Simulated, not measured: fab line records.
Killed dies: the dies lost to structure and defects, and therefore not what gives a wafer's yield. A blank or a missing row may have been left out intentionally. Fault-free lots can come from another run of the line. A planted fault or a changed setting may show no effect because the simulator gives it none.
A struck lot beside a sound one -- flow rit_cmos -- 21 steps out of a route of 202
Sound: wafers L236.4, L236.5, L236.6. Struck: wafers L240.2, L240.4, L240.5. The cause comes at the end.
At each step with rows: each side's tool, then ch and its chambers, then its first start. Under that, the readings that differ: sound wafers -- struck wafers -- difference of the means -- sigmas: that difference in standard deviations of wafers without a fault.
alike: words and numbers the same on both sides, and readings whose means are apart by under 2 such deviations; not compared: readings that were withheld, readings missing a value for some wafer, numbers with overlapping values and no deviation given by the record, and bounds like >300 which may hide the same value.
Wherever a step has rows on one side only, a row that says differs or no value, or a row with sigmas, the two part there. When numbers do not overlap yet have no deviation, they are printed without sigmas and do not part them. A reading missing from all wafers of one side parts the sides only when that side holds two or more wafers.

first, 4 steps without rows for these wafers: RIT_NSD_SOFTBAKE_02 (time 60 s); RIT_NSD_EXPOSE_03 (exposes mask M9, target cd 40700 nm); RIT_NSD_PEB_04; RIT_NSD_DEVELOP_05 (develop time 50 s).
RIT_NSD_OVL_MEAS_06:
  sound: overlay-02 at day 4 06:21; struck: overlay-01 at day 5 01:08
  alike: NSD_OVL
then, 2 steps without rows for these wafers: RIT_NSD_HARDBAKE_07 (time 60 s); RIT_NSD_IMPLANT_08.
RIT_NSD_STRIP_09: strips in O2, time 180 s.
  sound on plasma_asher-03 ch 0,1, day 4 06:43; struck on plasma_asher-02 ch 1, day 5 01:28
  alike: drypump_motor_current_A
  not compared: rf_hours_counter_h
RIT_NSD_TW_MEAS_10:
  sound: film_metro-02 at day 4 06:52; struck: film_metro-03 at day 5 01:40
  alike: NSD_TW
then, 3 steps without rows for these wafers: RIT_PSD_HMDS_00 (prime time 60 s); RIT_PSD_COAT_01 (resist thk 1000 nm); RIT_PSD_SOFTBAKE_02 (time 60 s).
RIT_PSD_EXPOSE_03: exposes mask M10, target cd 40900 nm.
  sound on iline_stepper-02 ch 0, day 4 07:32; struck on iline_stepper-02 ch 0, day 5 02:11
reading,sound,struck,difference,sigmas
mask,M10#0 M10#0 M10#0,M9#0 M9#0 M9#0,differs,
then, 2 steps without rows for these wafers: RIT_PSD_PEB_04; RIT_PSD_DEVELOP_05 (develop time 50 s).
RIT_PSD_OVL_MEAS_06:
  sound: overlay-01 at day 4 07:53; struck: overlay-01 at day 5 02:34
reading,sound,struck,difference,sigmas
PSD_OVL (nm),1.8 1.2 3.2,- - -,no value on the struck wafers,
then, 2 steps without rows for these wafers: RIT_PSD_HARDBAKE_07 (time 60 s); RIT_PSD_IMPLANT_08.
RIT_PSD_STRIP_09: strips in O2, time 180 s.
  sound on plasma_asher-04 ch 0,1, day 4 08:16; struck on plasma_asher-04 ch 0, day 5 02:53
  alike: drypump_motor_current_A
  not compared: rf_hours_counter_h
RIT_PSD_TW_MEAS_10:
  sound: film_metro-04 at day 4 08:25; struck: film_metro-04 at day 5 03:05
reading,sound,struck,difference,sigmas
PSD_TW,3433 3434 3427,30 30 30,-3401,-99 or more
then, 1 step without rows for these wafers: RIT_SDANNEAL_CLEAN_00 (cleans in SC1, time 600 s).

== WHERE THEY PART ==
Last at RIT_PSD_TW_MEAS_10 as far as this record goes, first at RIT_PSD_EXPOSE_03.

WHY: what the simulator had put in
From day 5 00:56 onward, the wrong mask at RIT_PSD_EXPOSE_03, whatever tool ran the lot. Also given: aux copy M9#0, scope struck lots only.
